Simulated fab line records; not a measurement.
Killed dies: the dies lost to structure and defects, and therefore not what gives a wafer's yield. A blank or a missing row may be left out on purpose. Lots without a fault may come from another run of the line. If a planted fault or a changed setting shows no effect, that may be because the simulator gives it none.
Chamber matching    flow berkeley cmos170    UCB170_V1_ETCH_14 on rie diel-01: 4 sister chambers
The step etches SiO2 in CHF3/CF4/Ar, stops on Al, target depth 1250 nm, time 291 s. 8 wafers are shown with their chamber, then 8 later ones without.

## WAFERS PAIRED WITH THEIR CHAMBERS
wafer   chamber  drypump motor current A (A)  throttle valve pct (%)
L563.4  1        5.50                         7.12
L565.2  1        5.49                         7.11
L566.1  2        6.04                         7.00
L566.2  3        5.69                         6.94
L566.6  2        6.08                         7.00
L567.3  3        5.72                         6.93
L567.6  0        5.85                         6.81
L569.2  0        5.85                         6.78

## WAFERS WITH NO CHAMBER GIVEN
wafer   drypump motor current A (A)  throttle valve pct (%)
L569.4  6.06                         7.03
L569.5  5.49                         7.12
L570.1  6.07                         7.00
L570.4  5.84                         6.81
L570.5  5.84                         6.80
L583.2  5.87                         6.81
L583.4  5.48                         7.12
L583.6  5.49                         7.11

## WHICH CHAMBER EACH ONE RAN IN
wafer   from the rows above  in truth
L569.4  2                    2
L569.5  1                    1
L570.1  2                    2
L570.4  0                    0
L570.5  0                    0
L583.2  0                    0
L583.4  1                    1
L583.6  1                    1
Correct placement for 8 of the 8. Left unplaced by these rows: 0. Placed wrongly: 0.
How it was worked out, from the rows above alone: a wafer's distance from a chamber is the root of the sum, over the readings, of the square of ((its reading less the chamber's mean) divided by the reading's scatter). The wafer belongs to the nearest chamber; if the next one is less than 2 further off, it can't be placed. Each chamber's mean is taken over the wafers shown for it. The scatter: take each reading less its chamber's mean, square it, sum over the shown wafers, divide by the number of wafers less the number of chambers, and take the root.
